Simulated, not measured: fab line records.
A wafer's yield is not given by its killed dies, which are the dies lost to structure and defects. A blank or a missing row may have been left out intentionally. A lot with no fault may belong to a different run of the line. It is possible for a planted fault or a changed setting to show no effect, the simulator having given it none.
Problem report, 8D (eight disciplines) form, completed by code + flow berkeley-cmos170 + the parts of the form that need people (team, actions taken, sign-off) are left out

== 1. WHAT IS WRONG ==
o2-flow-sccm at UCB170_V2_STRIP_15 reads a mean of 320.5 sccm on 6 wafers of 2 lots; wafers without a fault read 400.2 sccm with a standard deviation of 1.2. That is -66 standard deviations from the usual mean.
The step: strips in O2.
First seen on wafer L826.1, day 12 15:29, on plasma-asher-02. The record holds 42 wafers of 14 lots with a number at this step. Rule for "out" (also "out of limits"): further than 4 standard deviations from the usual mean. All remaining wafers that have a number are taken as sound.

== 2. WHAT IT IS AND WHAT IT IS NOT ==
| question                    | is                                     | is not                                                                 |
|-----------------------------|----------------------------------------|------------------------------------------------------------------------|
| which readings at this step | o2-flow-sccm, strip-time-to-endpoint-s | drypump-motor-current-A                                                |
| which lots                  | L826, L831                             | L809, L812, L813, L815, L816, L817, L818, L819, L821, L822, L824, L825 |
| which wafers of those lots  | all that have a number                 | -                                                                      |
| read on which tools         | plasma-asher-02                        | plasma-asher-01, plasma-asher-04                                       |
| when                        | from day 12 15:29                      | up to then (36 sound wafers)                                           |

== 3. WHAT RULES OUT EACH SUSPECT ==
Counting: a tool stays on the suspect list if, at a process step up to the reading, it processed all lots that are out and no sound lot following the first of them.
- plasma-asher-02 at UCB170_V2_STRIP_15 (strips in O2): kept. It processed each lot that is out, first L826 at day 12 15:29, and no sound lot thereafter; up to then, the last sound lot it processed was L824 at day 12 08:47. On those wafers its own readings are out: o2-flow-sccm, strip-time-to-endpoint-s.
The count leaves plasma-asher-02 at UCB170_V2_STRIP_15.

== 4. THE CAUSE (what the simulator had put in) ==
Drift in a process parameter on plasma-asher-02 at UCB170_V2_STRIP_15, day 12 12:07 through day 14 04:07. The setting o2-flow-sccm was moved by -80, starting from 400. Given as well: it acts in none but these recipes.
Only this tool survived the counting.

== 5. THE CHAIN OF EFFECTS, in route order ==
Each row: a reading whose mean over the struck wafers that have a number lies more than 3 standard deviations from the usual. Only readings for which the record gives a usual standard deviation are gone through. hours: the time from each lot's start at the first step in this table that gives one to its start at this step, as a median over the lots. sigmas: the change in usual standard deviations.
| hours | step               | reading                  | usual      | on struck wafers | change | sigmas |
|-------|--------------------|--------------------------|------------|------------------|--------|--------|
| 0     | UCB170_V2_STRIP_15 | o2-flow-sccm             | 400.2 sccm | 320.5            | -79.7  | -66    |
| 0     | UCB170_V2_STRIP_15 | oes-product-au           | 0.721 a.u. | 0.702            | -0.019 | -4.0   |
| 0     | UCB170_V2_STRIP_15 | strip-time-to-endpoint-s | 15.31 s    | 15.83            | +0.52  | +5.9   |
It contains these process steps:
- UCB170_V2_STRIP_15: strips in O2.

== 6. WHAT WOULD HAVE CAUGHT IT SOONER ==
First out-of-limits reading in this record: day 12 15:29, which is 3 hours after fault onset at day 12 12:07.
